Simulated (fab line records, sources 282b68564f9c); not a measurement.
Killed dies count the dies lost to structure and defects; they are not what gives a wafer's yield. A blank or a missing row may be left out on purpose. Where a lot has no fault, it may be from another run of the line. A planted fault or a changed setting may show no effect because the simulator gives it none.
fab line records + flow rit-cmos
record
- lots=14
- wafers=42
- last-day=7
route steps=202 shown M1@196
lots untouched by any fault: they come from a run of this same line in which no faults occurred
start-h: hours from the record's opening day to when the first of the lot's shown wafers began + wait-h: how many hours have passed since the lot's step before this one + " as in the row above + L1.1+2: one row covering several wafers at once + - no value present, or no start provided + * or withheld: withheld + < > ~ a bound
route shown NAME@n: names a module that has steps shown in the file, with the first one's number in the route + usual: average and standard deviation across the fault-free wafers + same: alike in all rows + chamber/n: place in a boat + sites: per-site readings + _std_site: the values' standard deviation + _edge_site: the outer-site mean with the inner-site mean subtracted + radius-mm: for every site, how far away it sits from the centre of the wafer + mask NAME#n: copy n + behind: the last tool/chamber to shape the wafer + hold: why the lot went on hold/how many hours it stayed there/how the hold came to an end + device: the n, p or np transistor that did not switch + end of line: the tests these same wafers got at the end of their route + a step without rows: its recipe alone + killed: not the wafer's yield, but the dies lost to structure and defects at the first sort + map: per-die view of a wafer (x killed, . not killed, _ where there is no die)
set.NAME: the setting as run; set.NAME@STEP: as run at that earlier step + model.NAME: the simulator's own value behind a step, which no gauge read
steps of the route over a sample of lots; a table a step, a row a wafer
services: from which hour (start-h, from the record's first day; less than 0 if before it) a tool's chamber was out of use, for how many hours, and why
## steps
# step RIT_M1_METAL_ETCH_12
# recipe
- stop-on=SiO2
- chemistry=Cl2/BCl3
- target=Al
- time-s=165
- over-etch-frac=0.5
- pressure-mtorr=100
- target-depth-a=6000
- rf-w=250
- Cl2_flow_sccm=60
- bcl3-flow-sccm=50
# usual
- drypump-motor-current-A=5.6/0.63
- oes-product-au=0.785/0.014
- rf-fwd-power-W=248.9/0.73
- throttle-valve-pct=8.36/0.094
| lot.wafer | tool         | chamber | start-h | wait-h | drypump-motor-current-A | oes-product-au | rf-fwd-power-W | rf-hours-counter-h | throttle-valve-pct |
|-----------|--------------|---------|---------|--------|-------------------------|----------------|----------------|--------------------|--------------------|
| L574.3    | rie-metal-03 | 1       | 54.31   | 0.2    | 5.2                     | 0.813          | 249.3          | -                  | 8.38               |
| L574.4    | "            | 0       | "       | "      | 5.2                     | 0.782          | 248.0          | -                  | 8.34               |
| L574.6    | "            | 0       | "       | "      | 5.2                     | 0.783          | 249.1          | -                  | 8.34               |
| L575.1    | rie-metal-02 | 1       | 59.22   | 0.2    | 4.9                     | 0.799          | 249.1          | 36                 | 8.50               |
| L575.3    | "            | 1       | "       | "      | 4.9                     | 0.801          | 248.8          | -                  | 8.49               |
| L575.6    | "            | 1       | "       | "      | 4.9                     | 0.809          | 249.5          | -                  | 8.50               |
| L576.1    | rie-metal-04 | 1       | 66.03   | 0.2    | 5.7                     | 0.777          | 249.7          | 2                  | 8.20               |
| L576.2    | "            | 0       | "       | "      | 6.5                     | 0.769          | 248.8          | 2                  | 8.44               |
| L576.6    | "            | 1       | "       | "      | 5.7                     | 0.785          | 247.0          | -                  | 8.20               |
| L577.2    | rie-metal-03 | 1       | 71.28   | 0.2    | 5.2                     | 0.796          | 248.9          | 1                  | 8.38               |
| L577.3    | "            | 1       | "       | "      | 5.2                     | 0.805          | 249.4          | -                  | 8.37               |
| L577.5    | "            | 1       | "       | "      | 5.2                     | 0.806          | 248.9          | -                  | 8.38               |
| L578.1    | rie-metal-02 | 0       | 78.37   | 0.2    | 6.6                     | 0.782          | 248.6          | 34                 | 8.34               |
| L578.4    | "            | 0       | "       | "      | 6.6                     | 0.788          | 249.5          | -                  | 8.33               |
| L578.6    | "            | 1       | "       | "      | 4.9                     | 0.811          | 250.4          | -                  | 8.48               |
| L579.3    | rie-metal-04 | 1       | 80.99   | 0.2    | 5.7                     | 0.776          | 248.9          | -                  | 8.19               |
| L579.4    | "            | 0       | "       | "      | 6.5                     | 0.770          | 249.7          | -                  | 8.45               |
| L579.5    | "            | 1       | "       | "      | 5.7                     | 0.787          | 249.7          | -                  | 8.20               |
| L580.2    | rie-metal-03 | 1       | 83.67   | 0.2    | 5.2                     | 0.789          | 248.9          | 1                  | 8.38               |
| L580.5    | "            | 0       | "       | "      | 5.2                     | 0.768          | 249.4          | -                  | 8.35               |
| L580.6    | "            | 1       | "       | "      | 5.2                     | 0.794          | 249.0          | -                  | 8.39               |
| L581.1    | rie-metal-02 | 0       | 91.25   | 0.2    | 6.5                     | 0.784          | 249.4          | 34                 | 8.31               |
| L581.3    | "            | 1       | "       | "      | 4.9                     | 0.799          | 249.0          | -                  | 8.49               |
| L581.4    | "            | 0       | "       | "      | 6.5                     | 0.786          | 249.0          | -                  | 8.32               |
| L583.2    | rie-metal-03 | 1       | 101.89  | 0.2    | 5.2                     | 0.793          | 249.0          | 1                  | 8.38               |
| L583.4    | "            | 0       | "       | "      | 5.1                     | 0.782          | 248.1          | -                  | 8.33               |
| L583.6    | "            | 0       | "       | "      | 5.1                     | 0.781          | 249.8          | -                  | 8.33               |
| L584.3    | rie-metal-02 | 1       | 104.99  | 0.2    | 4.9                     | 0.793          | 249.2          | -                  | 8.50               |
| L584.4    | "            | 0       | "       | "      | 6.6                     | 0.780          | 249.0          | -                  | 8.33               |
| L584.6    | "            | 0       | "       | "      | 6.6                     | 0.783          | 248.5          | -                  | 8.32               |
| L589.3    | rie-metal-03 | 0       | 133.34  | 0.2    | 5.2                     | 0.787          | 248.5          | -                  | 8.32               |
| L589.4    | "            | 1       | "       | "      | 5.2                     | 0.809          | 218.9          | -                  | 8.37               |
| L589.5    | "            | 0       | "       | "      | 5.2                     | 0.783          | 249.2          | -                  | 8.34               |
| L591.2    | rie-metal-03 | 1       | 144.58  | 0.2    | 5.2                     | 0.806          | 220.3          | 2                  | 8.39               |
| L591.4    | "            | 1       | "       | "      | 5.2                     | 0.803          | 219.9          | -                  | 8.39               |
| L591.6    | "            | 0       | "       | "      | 5.2                     | 0.784          | 249.6          | -                  | 8.33               |
| L595.2    | rie-metal-04 | 1       | 168.74  | 0.2    | 5.7                     | 0.788          | 247.4          | 4                  | 8.20               |
| L595.4    | "            | 1       | "       | "      | 5.7                     | 0.782          | 247.9          | -                  | 8.19               |
| L595.6    | "            | 0       | "       | "      | 6.4                     | 0.776          | 249.9          | -                  | 8.45               |
| L596.2    | rie-metal-02 | 0       | 176.88  | 0.2    | 6.6                     | 0.774          | 248.8          | 0                  | 8.34               |
| L596.3    | "            | 0       | "       | "      | 6.5                     | 0.772          | 248.5          | -                  | 8.33               |
| L596.6    | "            | 0       | "       | "      | 6.5                     | 0.770          | 248.7          | -                  | 8.33               |
# step RIT_M1_PROBE_99
# usual
- defect-limited-yield=97.6/1.1
- killed_at_M0_to_M3=0.0/0.083
- killed-at-contacts=0.1/0.31
- killed-at-front-end=6.3/3
- killed-dies=6.4/3
- killed-open=3/1.9
- killed-short=3.4/1.9
- sort_bin_3_pad_short=0.1/0.18
- sort_bin_5_function=1.4/0.78
- sort_bin_6_memory=0.9/0.65
- sort-n-pass=257.6/3
- sort-yield-pct=97.6/1.1
# same
- gross-dies=264
- killed_at_M4_up=0
- killed-at-back-side=0
- killed-at-other=0
| lot.wafer | tool      | chamber | start-h | wait-h | defect-limited-yield[%] | killed_at_M0_to_M3 | killed-at-contacts | killed-at-front-end | killed-dies | killed-open | killed-short | sort_bin_3_pad_short[%] | sort_bin_5_function[%] | sort_bin_6_memory[%] | sort-n-pass | sort-yield-pct[%] |
|-----------|-----------|---------|---------|--------|-------------------------|--------------------|--------------------|---------------------|-------------|-------------|--------------|-------------------------|------------------------|----------------------|-------------|-------------------|
| L574.3    | prober-01 | -       | 56.61   | 0.2    | 97.7                    | 0                  | 0                  | 6                   | 6           | 4           | 2            | 0.4                     | 1.5                    | 0.4                  | 258.0       | 97.7              |
| L574.4    | prober-01 | -       | 56.66   | 0.2    | 96.6                    | 0                  | 0                  | 9                   | 9           | 4           | 5            | 0                       | 2.3                    | 1.1                  | 255.0       | 96.6              |
| L574.6    | prober-01 | -       | 56.76   | 0.2    | 98.1                    | 0                  | 1                  | 4                   | 5           | 4           | 1            | 0                       | 1.1                    | 0.8                  | 259.0       | 98.1              |
| L575.1    | prober-02 | -       | 61.52   | 0.1    | 96.6                    | 0                  | 1                  | 8                   | 9           | 3           | 6            | 0.4                     | 2.7                    | 0.4                  | 255.0       | 96.6              |
| L575.3    | prober-02 | -       | 61.62   | 0.2    | 94.3                    | 0                  | 0                  | 15                  | 15          | 7           | 8            | 0.4                     | 1.5                    | 3.8                  | 249.0       | 94.3              |
| L575.6    | prober-02 | -       | 61.77   | 0.2    | 98.1                    | 0                  | 0                  | 5                   | 5           | 1           | 4            | 0                       | 1.5                    | 0.4                  | 259.0       | 98.1              |
| L576.1    | prober-01 | -       | 68.44   | 0.1    | 97.0                    | 0                  | 0                  | 8                   | 8           | 3           | 5            | 0                       | 2.3                    | 0.8                  | 256.0       | 97.0              |
| L576.2    | prober-01 | -       | 68.49   | 0.1    | 97.7                    | 0                  | 0                  | 6                   | 6           | 3           | 3            | 0                       | 1.1                    | 1.1                  | 258.0       | 97.7              |
| L576.6    | prober-01 | -       | 68.69   | 0.2    | 97.3                    | 0                  | 0                  | 7                   | 7           | 1           | 6            | 0.4                     | 0.8                    | 1.5                  | 257.0       | 97.3              |
| L577.2    | prober-02 | -       | 73.60   | 0.1    | 98.9                    | 0                  | 0                  | 3                   | 3           | 2           | 1            | 0                       | 0.4                    | 0.8                  | 261.0       | 98.9              |
| L577.3    | prober-02 | -       | 73.65   | 0.2    | 97.0                    | 0                  | 0                  | 8                   | 8           | 4           | 4            | 0                       | 1.5                    | 1.5                  | 256.0       | 97.0              |
| L577.5    | prober-02 | -       | 73.75   | 0.2    | 97.7                    | 0                  | 0                  | 6                   | 6           | 1           | 5            | 0.4                     | 1.1                    | 0.8                  | 258.0       | 97.7              |
| L578.1    | prober-01 | -       | 80.64   | 0.1    | 98.5                    | 0                  | 0                  | 4                   | 4           | 0           | 4            | 0                       | 0.8                    | 0.8                  | 260.0       | 98.5              |
| L578.4    | prober-01 | -       | 80.79   | 0.2    | 97.3                    | 0                  | 0                  | 7                   | 7           | 3           | 4            | 0.4                     | 1.5                    | 0.8                  | 257.0       | 97.3              |
| L578.6    | prober-01 | -       | 80.89   | 0.2    | 98.1                    | 0                  | 1                  | 4                   | 5           | 2           | 3            | 0.8                     | 0.4                    | 0.8                  | 259.0       | 98.1              |
| L579.3    | prober-02 | -       | 83.29   | 0.2    | 97.7                    | 0                  | 0                  | 6                   | 6           | 3           | 3            | 0                       | 0.8                    | 1.5                  | 258.0       | 97.7              |
| L579.4    | prober-02 | -       | 83.34   | 0.2    | 97.7                    | 0                  | 0                  | 6                   | 6           | 2           | 4            | 0.4                     | 1.9                    | 0                    | 258.0       | 97.7              |
| L579.5    | prober-02 | -       | 83.39   | 0.2    | 98.1                    | 0                  | 0                  | 5                   | 5           | 2           | 3            | 0.4                     | 1.1                    | 0.4                  | 259.0       | 98.1              |
| L580.2    | prober-01 | -       | 85.98   | 0.1    | 97.3                    | 0                  | 0                  | 7                   | 7           | 5           | 2            | 0                       | 0.8                    | 1.9                  | 257.0       | 97.3              |
| L580.5    | prober-01 | -       | 86.13   | 0.2    | 98.1                    | 0                  | 0                  | 5                   | 5           | 2           | 3            | 0                       | 0.8                    | 1.1                  | 259.0       | 98.1              |
| L580.6    | prober-01 | -       | 86.18   | 0.2    | 95.5                    | 0                  | 0                  | 12                  | 12          | 6           | 6            | 0                       | 3.4                    | 1.1                  | 252.0       | 95.5              |
| L581.1    | prober-02 | -       | 93.50   | 0.1    | 98.1                    | 0                  | 0                  | 5                   | 5           | 4           | 1            | 0                       | 1.1                    | 0.8                  | 259.0       | 98.1              |
| L581.3    | prober-02 | -       | 93.60   | 0.2    | 99.2                    | 0                  | 0                  | 2                   | 2           | 1           | 1            | 0                       | 0.4                    | 0.4                  | 262.0       | 99.2              |
| L581.4    | prober-02 | -       | 93.65   | 0.2    | 96.2                    | 0                  | 0                  | 10                  | 10          | 3           | 7            | 0                       | 2.3                    | 1.5                  | 254.0       | 96.2              |
| L583.2    | prober-02 | -       | 104.21  | 0.1    | 98.9                    | 0                  | 0                  | 3                   | 3           | 1           | 2            | 0                       | 1.1                    | 0                    | 261.0       | 98.9              |
| L583.4    | prober-02 | -       | 104.31  | 0.2    | 98.9                    | 0                  | 0                  | 3                   | 3           | 3           | 0            | 0                       | 0.8                    | 0.4                  | 261.0       | 98.9              |
| L583.6    | prober-02 | -       | 104.41  | 0.2    | 98.5                    | 0                  | 0                  | 4                   | 4           | 1           | 3            | 0.4                     | 0.8                    | 0.4                  | 260.0       | 98.5              |
| L584.3    | prober-01 | -       | 107.32  | 0.2    | 97.0                    | 0                  | 0                  | 8                   | 8           | 4           | 4            | 0                       | 2.3                    | 0.8                  | 256.0       | 97.0              |
| L584.4    | prober-01 | -       | 107.37  | 0.2    | 95.8                    | 0                  | 0                  | 11                  | 11          | 5           | 6            | 0.4                     | 3.0                    | 0.8                  | 253.0       | 95.8              |
| L584.6    | prober-01 | -       | 107.47  | 0.2    | 96.2                    | 0                  | 0                  | 10                  | 10          | 4           | 6            | 0                       | 2.7                    | 1.1                  | 254.0       | 96.2              |
| L589.3    | prober-02 | -       | 135.63  | 0.2    | 98.5                    | 0                  | 0                  | 4                   | 4           | 3           | 1            | 0                       | 0.8                    | 0.8                  | 260.0       | 98.5              |
| L589.4    | prober-02 | -       | 135.68  | 0.2    | 98.9                    | 0                  | 0                  | 3                   | 3           | 1           | 2            | 0                       | 0.4                    | 0.8                  | 261.0       | 98.9              |
| L589.5    | prober-02 | -       | 135.73  | 0.2    | 96.2                    | 0                  | 0                  | 10                  | 10          | 2           | 8            | 0.8                     | 1.9                    | 1.1                  | 254.0       | 96.2              |
| L591.2    | prober-02 | -       | 147.06  | 0.1    | 97.0                    | 0                  | 0                  | 8                   | 8           | 4           | 4            | 0                       | 1.5                    | 1.5                  | 256.0       | 97.0              |
| L591.4    | prober-02 | -       | 147.16  | 0.2    | 95.5                    | 0                  | 0                  | 12                  | 12          | 5           | 7            | 0.4                     | 2.7                    | 1.5                  | 252.0       | 95.5              |
| L591.6    | prober-02 | -       | 147.26  | 0.2    | 97.7                    | 0                  | 0                  | 6                   | 6           | 1           | 5            | 0                       | 1.9                    | 0.4                  | 258.0       | 97.7              |
| L595.2    | prober-02 | -       | 171.04  | 0.1    | 98.5                    | 0                  | 0                  | 4                   | 4           | 2           | 2            | 0                       | 0.8                    | 0.8                  | 260.0       | 98.5              |
| L595.4    | prober-02 | -       | 171.14  | 0.2    | 98.1                    | 0                  | 0                  | 5                   | 5           | 3           | 2            | 0                       | 1.5                    | 0.4                  | 259.0       | 98.1              |
| L595.6    | prober-02 | -       | 171.24  | 0.2    | 98.5                    | 0                  | 0                  | 4                   | 4           | 2           | 2            | 0                       | 1.5                    | 0                    | 260.0       | 98.5              |
| L596.2    | prober-01 | -       | 179.18  | 0.1    | 96.2                    | 0                  | 0                  | 10                  | 10          | 5           | 5            | 0                       | 1.5                    | 2.3                  | 254.0       | 96.2              |
| L596.3    | prober-01 | -       | 179.23  | 0.2    | 97.0                    | 0                  | 0                  | 8                   | 8           | 3           | 5            | 0                       | 1.5                    | 1.5                  | 256.0       | 97.0              |
| L596.6    | prober-01 | -       | 179.38  | 0.2    | 98.5                    | 1                  | 0                  | 3                   | 4           | 1           | 3            | 0.4                     | 1.1                    | 0                    | 260.0       | 98.5              |
# killed by level:class
L574.3 GATE:geometric-particle:open=2 FOX1:geometric-particle:short=1 FOX1:geometric-particle:open=1 GATE:geometric-particle:short=1 SILICIDE:geometric-particle:open=1
L574.4 GATE:geometric-particle:short=4 GATE:geometric-particle:open=2 FOX1:geometric-particle:short=1 FOX1:geometric-particle:open=1 REOX:geometric-particle:open=1
L574.6 GATE:geometric-particle:open=2 FOX2:geometric-particle:open=1 GATE:geometric-particle:short=1 CONTACT:geometric-particle:open=1
L575.1 FOX1:geometric-particle:short=2 REOX:geometric-particle:open=2 REOX:geometric-particle:short=2 GATE:geometric-particle:open=1 SPACER:geometric-particle:short=1 CONTACT:geometric-particle:short=1
L575.3 REOX:geometric-particle:open=3 REOX:geometric-particle:short=3 FOX1:geometric-particle:short=2 GATE:geometric-particle:short=2 GATE:geometric-particle:open=2 FOX1:geometric-particle:open=1 SPACER:geometric-particle:open=1 SILICIDE:geometric-particle:short=1
L575.6 SPACER:geometric-particle:short=2 FOX1:geometric-particle:open=1 GATE:geometric-particle:short=1 REOX:geometric-particle:short=1
L576.1 SPACER:geometric-particle:short=3 SPACER:geometric-particle:open=2 FOX1:geometric-particle:open=1 GATE:geometric-particle:short=1 REOX:geometric-particle:short=1
L576.2 GATE:geometric-particle:open=2 SPACER:geometric-particle:short=2 FOX2:geometric-particle:short=1 SILICIDE:geometric-particle:open=1
L576.6 SPACER:geometric-particle:short=3 GATE:geometric-particle:short=2 GATE:geometric-particle:open=1 REOX:geometric-particle:short=1
L577.2 FOX1:geometric-particle:open=2 SPACER:geometric-particle:short=1
L577.3 FOX1:geometric-particle:short=2 GATE:geometric-particle:open=2 ACTIVE:geometric-particle:open=1 FOX2:geometric-particle:open=1 FOX2:geometric-particle:short=1 SPACER:geometric-particle:short=1
L577.5 FOX1:geometric-particle:short=2 FOX2:geometric-particle:short=1 GATE:geometric-particle:short=1 SPACER:geometric-particle:open=1 SILICIDE:geometric-particle:short=1
L578.1 ACTIVE:geometric-particle:short=1 FOX1:geometric-particle:short=1 REOX:geometric-particle:short=1 SPACER:geometric-particle:short=1
L578.4 FOX2:geometric-particle:short=1 FOX2:geometric-particle:open=1 GATE:geometric-particle:open=1 GATE:geometric-particle:short=1 REOX:geometric-particle:short=1 REOX:geometric-particle:open=1 SILICIDE:geometric-particle:short=1
L578.6 GATE:geometric-particle:open=1 GATE:geometric-particle:short=1 SPACER:geometric-particle:open=1 SILICIDE:geometric-particle:short=1 CONTACT:geometric-particle:short=1
L579.3 GATE:geometric-particle:open=2 GATE:geometric-particle:short=2 FOX1:geometric-particle:open=1 SILICIDE:geometric-particle:short=1
L579.4 FOX1:geometric-particle:short=2 FOX1:geometric-particle:open=1 GATE:geometric-particle:short=1 REOX:geometric-particle:short=1 REOX:geometric-particle:open=1
L579.5 FOX2:geometric-particle:open=1 FOX2:geometric-particle:short=1 GATE:geometric-particle:short=1 SILICIDE:geometric-particle:short=1 SILICIDE:geometric-particle:open=1
L580.2 SPACER:geometric-particle:open=3 SILICIDE:geometric-particle:open=2 GATE:geometric-particle:short=1 SILICIDE:geometric-particle:short=1
L580.5 SPACER:geometric-particle:short=2 FOX1:geometric-particle:open=1 SILICIDE:geometric-particle:short=1 SILICIDE:geometric-particle:open=1
L580.6 SPACER:geometric-particle:open=3 SPACER:geometric-particle:short=2 FOX1:geometric-particle:short=1 FOX2:geometric-particle:short=1 GATE:geometric-particle:short=1 GATE:geometric-particle:open=1 REOX:geometric-particle:open=1 SILICIDE:geometric-particle:open=1
L581.1 REOX:geometric-particle:open=2 FOX1:geometric-particle:short=1 FOX1:geometric-particle:open=1 GATE:geometric-particle:open=1
L581.3 REOX:geometric-particle:short=1 SILICIDE:geometric-particle:open=1
L581.4 SPACER:geometric-particle:short=3 FOX1:geometric-particle:short=2 FOX1:geometric-particle:open=1 GATE:geometric-particle:short=1 GATE:geometric-particle:open=1 REOX:geometric-particle:open=1 REOX:geometric-particle:short=1
L583.2 REOX:geometric-particle:short=1 REOX:geometric-particle:open=1 SPACER:geometric-particle:short=1
L583.4 SPACER:geometric-particle:open=2 FOX1:geometric-particle:open=1
L583.6 SPACER:geometric-particle:short=2 GATE:geometric-particle:open=1 GATE:geometric-particle:short=1
L584.3 FOX2:geometric-particle:short=2 FOX1:geometric-particle:short=1 FOX2:geometric-particle:open=1 GATE:geometric-particle:short=1 GATE:geometric-particle:open=1 REOX:geometric-particle:open=1 SPACER:geometric-particle:open=1
L584.4 GATE:geometric-particle:open=2 REOX:geometric-particle:short=2 SILICIDE:geometric-particle:short=2 FOX1:geometric-particle:open=1 FOX2:geometric-particle:short=1 REOX:geometric-particle:open=1 SPACER:geometric-particle:short=1 SPACER:geometric-particle:open=1
L584.6 GATE:geometric-particle:open=3 FOX2:geometric-particle:short=2 GATE:geometric-particle:short=2 REOX:geometric-particle:open=1 SPACER:geometric-particle:short=1 SILICIDE:geometric-particle:short=1
L589.3 GATE:geometric-particle:open=1 GATE:geometric-particle:short=1 REOX:geometric-particle:open=1 SILICIDE:geometric-particle:open=1
L589.4 GATE:geometric-particle:short=1 REOX:geometric-particle:short=1 SPACER:geometric-particle:open=1
L589.5 GATE:geometric-particle:short=4 SPACER:geometric-particle:short=3 GATE:geometric-particle:open=2 ACTIVE:geometric-particle:short=1
L591.2 SILICIDE:geometric-particle:short=3 FOX1:geometric-particle:short=1 FOX1:geometric-particle:open=1 REOX:geometric-particle:open=1 SPACER:geometric-particle:open=1 SILICIDE:geometric-particle:open=1
L591.4 FOX1:geometric-particle:open=3 REOX:geometric-particle:short=3 GATE:geometric-particle:short=2 FOX1:geometric-particle:short=1 FOX2:geometric-particle:short=1 GATE:geometric-particle:open=1 SILICIDE:geometric-particle:open=1
L591.6 GATE:geometric-particle:short=4 FOX1:geometric-particle:short=1 SILICIDE:geometric-particle:open=1
L595.2 GATE:geometric-particle:short=2 GATE:geometric-particle:open=1 REOX:geometric-particle:open=1
L595.4 REOX:geometric-particle:short=2 GATE:geometric-particle:open=1 REOX:geometric-particle:open=1 SPACER:geometric-particle:open=1
L595.6 FOX1:geometric-particle:open=1 GATE:geometric-particle:short=1 REOX:geometric-particle:short=1 SPACER:geometric-particle:open=1
L596.2 GATE:geometric-particle:short=4 GATE:geometric-particle:open=3 FOX2:geometric-particle:open=1 SPACER:geometric-particle:short=1 SILICIDE:geometric-particle:open=1
L596.3 GATE:geometric-particle:short=2 GATE:geometric-particle:open=2 REOX:geometric-particle:short=2 FOX1:geometric-particle:short=1 SPACER:geometric-particle:open=1
L596.6 FOX2:geometric-particle:open=1 GATE:geometric-particle:short=1 SILICIDE:geometric-particle:short=1 M1:geometric-particle:short=1
## services
| tool         | chamber | start-h | hours | kind       |
|--------------|---------|---------|-------|------------|
| rie-metal-03 | -       | 59.04   | 0.5   | repair     |
| rie-metal-03 | -       | 76.51   | 2.8   | pm         |
| rie-metal-02 | -       | 79.63   | 0.2   | repair     |
| rie-metal-02 | -       | 136.12  | 20.0  | pm         |
| rie-metal-02 | 0       | 136.12  | 20.0  | vent-cycle |
| rie-metal-02 | 1       | 136.12  | 20.0  | vent-cycle |
| rie-metal-02 | -       | 149.01  | 1.3   | repair     |
| rie-metal-02 | 0       | 156.12  | -     | clean      |
| rie-metal-02 | 1       | 156.12  | -     | clean      |
| rie-metal-04 | 1       | 170.45  | 7.2   | repair     |
## key
first-sign
- step=RIT_M1_METAL_ETCH_12
- reading=rf-fwd-power-W
- direction=down
- sigmas=40
- usual=248.9
- struck=219.7
effect none on later readings
met-at RIT_M1_METAL_ETCH_12
struck-lots L589,L591
struck-wafers L589.4,L591.2,L591.4
onset-between 101.89 133.34
fault
- kind=process-parameter-drift
- tool=rie-metal-03
- chamber=1
- onset-h=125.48
- steps=RIT_M1_METAL_ETCH_12
- channel=rf-w
- offset=-30
- shape=step
- end-h=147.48
- stated=250
